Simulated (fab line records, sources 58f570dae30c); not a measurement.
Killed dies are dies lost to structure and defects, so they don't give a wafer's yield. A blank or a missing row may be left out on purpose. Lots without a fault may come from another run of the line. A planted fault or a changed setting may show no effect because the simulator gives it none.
Which tool did it? | flow berkeley_cmos170 | 7 lots, 21 wafers sampled, at 1 step of a route of 331

WHAT THE GAUGES READ, wafer by wafer
UCB170_CONTACT_CD_MEAS_15: target cd 700 nm.
lot  | measured     | on        | cd_nm (nm)
L927 | day 8 14:40  | cd_sem-01 | 700.3 700.6 702.2
L930 | day 8 23:33  | cd_sem-01 | 703.1 705.0 702.7
L932 | day 9 01:31  | cd_sem-02 | 697.4 696.7 697.7
L935 | day 9 22:18  | cd_sem-01 | 700.1 700.2 700.8
L937 | day 10 07:42 | cd_sem-01 | 701.1 700.2 702.0
L945 | day 12 05:35 | cd_sem-01 | 700.2 700.3 700.5
L949 | day 12 19:55 | cd_sem-01 | 700.6 699.4 702.8

WHICH TOOL RAN EACH LOT (tool, then ch and the chambers of the sampled wafers, then the start)
The record holds no process step before these readings.

THE ANSWER, worked out from the rows above alone
Rule: what is usual is taken from the lots themselves. Put in order of their means at a reading, lots are off if they are a third of the lots or fewer, leave a main group of 4 or more, and stand apart from it by a gap of 3 or more times the standard deviation of the main group's means; of several such gaps the widest counts. A main group whose means are all the same, to the digits that the tables above print for the reading, isn't used. A lot without any number at a reading at which 4 lots or more have one is off too. The other lots that the step has rows for count as sound.
No lot is off at any reading shown: from this, nothing can be told.

WHAT THE SIMULATOR HAD PUT IN
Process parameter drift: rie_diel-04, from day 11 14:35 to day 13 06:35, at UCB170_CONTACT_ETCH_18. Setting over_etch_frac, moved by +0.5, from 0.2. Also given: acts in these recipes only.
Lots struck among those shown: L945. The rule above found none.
